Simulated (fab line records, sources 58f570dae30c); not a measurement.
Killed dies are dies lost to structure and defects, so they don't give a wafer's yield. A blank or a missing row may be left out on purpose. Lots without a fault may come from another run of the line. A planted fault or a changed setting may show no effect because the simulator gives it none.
One fault seen from 2 desks | flow berkeley_cmos170 | each desk has only its own numbers; what lay behind them comes last

THE TOOL OWNER'S DESK: implanter-02
The tool's own readings at UCB170_PVT_IMPLANT_07: means of the sampled wafers that have a number, for each lot that ran on this tool. A lot is out of limits, marked OUT, if its mean lies more than 4 standard deviations from the usual mean; the brackets give that distance.
Columns: A = faraday_current_uA at UCB170_PVT_IMPLANT_07, usual 6.26; B = tilt_deg at UCB170_PVT_IMPLANT_07, usual 7.001 degrees
lot  | first seen here | A    | B
L710 | day 9 07:39     | 6.28 | 6.965
L708 | day 9 08:13     | 6.25 | 7.002
L714 | day 10 04:56    | 6.24 | 7.007
L716 | day 10 22:08    | 6.26 | 3.175 (-99 or more) OUT
L717 | day 10 22:35    | 6.20 | 3.149 (-99 or more) OUT
This desk's finding: out of limits on L716, L717; first on L716, day 10 22:08 (tilt_deg at UCB170_PVT_IMPLANT_07). In limits: L710, L708, L714.

THE METROLOGY DESK
What the gauges read, lot by lot, whatever tool the lot ran on: means of the sampled wafers that have a number. A lot is out of limits, marked OUT, if its mean lies more than 4 standard deviations from the usual mean; the brackets give that distance.
Columns: A = FIELD_OXIDE_THK at UCB170_FIELD_THK_MEAS_02, usual 555 nm
lot  | first seen here | A
L698 | day 5 17:59     | 567
L697 | day 5 18:04     | 567
L702 | day 6 01:49     | 558
L700 | day 6 01:52     | 562
L703 | day 6 17:47     | 558
L706 | day 7 03:27     | 565
L707 | day 7 10:19     | 555
L708 | day 8 01:40     | 543
L709 | day 8 01:40     | 545
L710 | day 8 01:44     | 561
L714 | day 9 01:46     | 551
L716 | day 9 15:02     | 543
L717 | day 9 15:02     | 560
L720 | day 10 01:36    | 555
This desk's finding: nothing out of limits on any of the 14 lots.

PUT TOGETHER
The tool owner's desk could have raised an alarm at day 10 22:08, on L716, L717.
The metrology desk saw nothing out of limits.
The metrology desk has L716, L717 on record, within its limits.
Of the lots named, all ran UCB170_PVT_IMPLANT_07 on implanter-02.

WHAT THE SIMULATOR HAD PUT IN
Process parameter drift: implanter-02, from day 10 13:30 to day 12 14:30, at UCB170_PVT_IMPLANT_07. Setting tilt_deg, moved by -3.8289, from 7. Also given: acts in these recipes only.
Lots struck among those shown: L716, L717.
Hours from the fault's start to each desk's first reading out of limits: the tool owner's desk, 9.
